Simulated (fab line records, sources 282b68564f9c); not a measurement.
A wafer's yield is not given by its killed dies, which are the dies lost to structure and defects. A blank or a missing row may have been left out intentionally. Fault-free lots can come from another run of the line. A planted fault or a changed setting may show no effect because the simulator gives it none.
Which tool is to blame? | flow rit_cmos | 7 lots with 21 wafers sampled at 2 steps, on a route of 202 steps

== WHAT EACH GAUGE READ, for each wafer ==
RIT_ACTIVE_THK_MEAS_02.
lot  | measured    | on            | ACTIVE_OXIDE_THK (nm)
L470 | day 2 03:50 | film_metro-04 | 46.2 45.8 46.2
L472 | day 2 13:04 | film_metro-04 | 45.2 45.2 45.5
L474 | day 3 01:06 | film_metro-04 | 45.7 45.4 46.3
L477 | day 3 14:17 | film_metro-02 | 53.3 53.1 52.8
L479 | day 4 01:55 | film_metro-02 | 46.6 46.3 46.8
L488 | day 5 21:58 | film_metro-04 | 47.2 47.2 47.1
L490 | day 6 07:37 | film_metro-02 | 46.8 47.9 47.3

== TOOL THAT RAN EACH LOT (tool first, then ch and the chambers of the sampled wafers, then the start) ==
lot  | RIT_ACTIVE_OXIDATION_01
L470 | furnace-01 ch 0, day 2 01:52
L472 | furnace-04 ch 0, day 2 11:07
L474 | furnace-01 ch 0, day 2 23:10
L477 | furnace-01 ch 0, day 3 12:20
L479 | furnace-04 ch 0, day 3 23:58
L488 | furnace-04 ch 0, day 5 20:02
L490 | furnace-03 ch 0, day 6 05:41
- RIT_ACTIVE_OXIDATION_01: target thk 46.8 nm, ox time 3317 s.

== THE ANSWER, worked out from the rows above alone ==
Rule: the usual values come from the lots themselves. Put in order of their means at a reading, lots are off if they are a third of the lots or fewer, leave a main group of 4 or more, and stand apart from it by a gap of 3 or more times the standard deviation of the main group's means; of several such gaps the widest counts. A main group is skipped when, at the precision printed for the reading in the tables above, its means are all equal. A lot without any number at a reading at which 4 lots or more have one is off too. Any other lot the step has rows for is counted as sound.
Off: at RIT_ACTIVE_THK_MEAS_02 (ACTIVE_OXIDE_THK), L477. The main group has a mean of 46.4 nm with a standard deviation of 0.73.
A tool fits if, at a process step before that reading, it ran every lot that is off, and no sound lot after the first of them. The gauges at RIT_ACTIVE_THK_MEAS_02 are tried like those tools. One fits: furnace-01 at RIT_ACTIVE_OXIDATION_01. Its last sound lot is L474 (day 2 23:10), its first lot that is off L477 (day 3 12:20): a fault that began between those two fits.

== WHAT THE SIMULATOR PUT IN ==
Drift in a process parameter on furnace-01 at RIT_ACTIVE_OXIDATION_01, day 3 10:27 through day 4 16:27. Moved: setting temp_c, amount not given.
Shown lots that were struck: L477. Same finding as the rule above.
